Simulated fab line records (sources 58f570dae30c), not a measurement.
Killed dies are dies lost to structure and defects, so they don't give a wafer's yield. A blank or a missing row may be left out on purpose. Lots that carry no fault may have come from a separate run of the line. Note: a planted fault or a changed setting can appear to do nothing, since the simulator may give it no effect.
A lot that was struck, set against a sound lot / flow berkeley_cmos170 / 15 steps out of a route of 331
Sound: these wafers, L718.2, L718.4, L718.6. Struck: wafers L739.1, L739.4. (L739.3 of the same lot was not struck and is left out.) The cause comes at the end.
Each step with rows lists, per side, the tool, then ch with its chambers, then its first start. Under that, the readings that differ: sound wafers / struck wafers / difference of the means / sigmas: that difference in standard deviations of wafers without a fault.
alike: same words and numbers on both sides, and readings whose means sit less than 2 such deviations apart. not compared: any withheld reading, any reading some wafer has no value for, any bound like >300 that may hide the same value, and any number with overlapping values for which the record gives no deviation.
Wherever a step has rows on one side only, a row that says differs or no value, or a row with sigmas, the two part there. When numbers do not overlap yet have no deviation, they are printed without sigmas and do not part them. Lack of a reading on every wafer of one side parts them only where that side has two or more wafers.

first, 1 step without rows for these wafers: UCB170_M3_SOFTBAKE_06 (time 60 s).
UCB170_M3_STRIP_07: strips in O2.
  sound on plasma_asher-02 ch 0,1, day 7 14:19; struck on plasma_asher-02 ch 0, day 11 23:22
  alike: drypump_motor_current_A, oes_product_au, strip_time_to_endpoint_s
  not compared: rf_hours_counter_h
then, 7 steps without rows for these wafers: UCB170_M3_STRIP_08 (strips KrF in DMSO, time 600 s); UCB170_M3_COAT_09; UCB170_M3_COAT_10 (resist thk 900 nm); UCB170_M3_SOFTBAKE_11 (time 60 s); UCB170_M3_EXPOSE_12 (exposes mask METAL3, target cd 700 nm); UCB170_M3_PEB_13; UCB170_M3_DEVELOP_14 (develop time 45 s).
UCB170_M3_CD_MEAS_15 targets a cd of 700 nm.
  sound: cd_sem-01 at day 7 15:29; struck: cd_sem-01 at day 12 00:56
  alike: cd_nm
UCB170_M3_OVL_MEAS_16:
  sound: overlay-01 at day 7 15:35; struck: overlay-01 at day 12 01:03
  alike: M3_OVL
UCB170_M3_ETCH_17: etches BARC in N2/H2.
  sound on rie_diel-02 ch 0,1,2, day 7 15:37; struck on rie_diel-02 ch 0,2, day 12 01:05
  alike: bias_w, drypump_motor_current_A, n2_flow_sccm, oes_product_au, throttle_valve_pct
UCB170_M3_METAL_ETCH_18: etches Al in Cl2/BCl3, stops on SiO2, target depth 1170 nm, time 195 s.
  sound on rie_metal-04 ch 0,1, day 7 15:40; struck on rie_metal-01 ch 0, day 12 01:08
reading=bias_w (W); sound=120.3 120.1 120.1; struck=123.8 124.6; difference=+4.0; sigmas=+10
reading=oes_product_au (a.u.); sound=0.827 0.870 0.824; struck=0.889 0.888; difference=+0.048; sigmas=+3
  alike: drypump_motor_current_A, he_backside_leak_sccm, throttle_valve_pct
  not compared: rf_hours_counter_h
UCB170_M3_STRIP_19: strips in O2.
  sound on plasma_asher-02 ch 1, day 7 15:51; struck on plasma_asher-01 ch 0, day 12 01:19
reading=oes_product_au (a.u.); sound=0.523 0.505 0.533; struck=0.568 0.562; difference=+0.045; sigmas=+2
  alike: drypump_motor_current_A
  not compared: rf_hours_counter_h
UCB170_M3_PROBE_99:
  the record has rows for the sound wafers here (prober-02, day 7 16:14) and none for the struck ones

WHERE THEY PART
Earliest at UCB170_M3_METAL_ETCH_18; latest, in this record, at UCB170_M3_PROBE_99.

WHY: whatever the simulator had introduced
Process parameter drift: rie_metal-01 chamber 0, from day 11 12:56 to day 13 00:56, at UCB170_M3_METAL_ETCH_18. A move of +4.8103 in setting bias_w, from 120. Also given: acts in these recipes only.
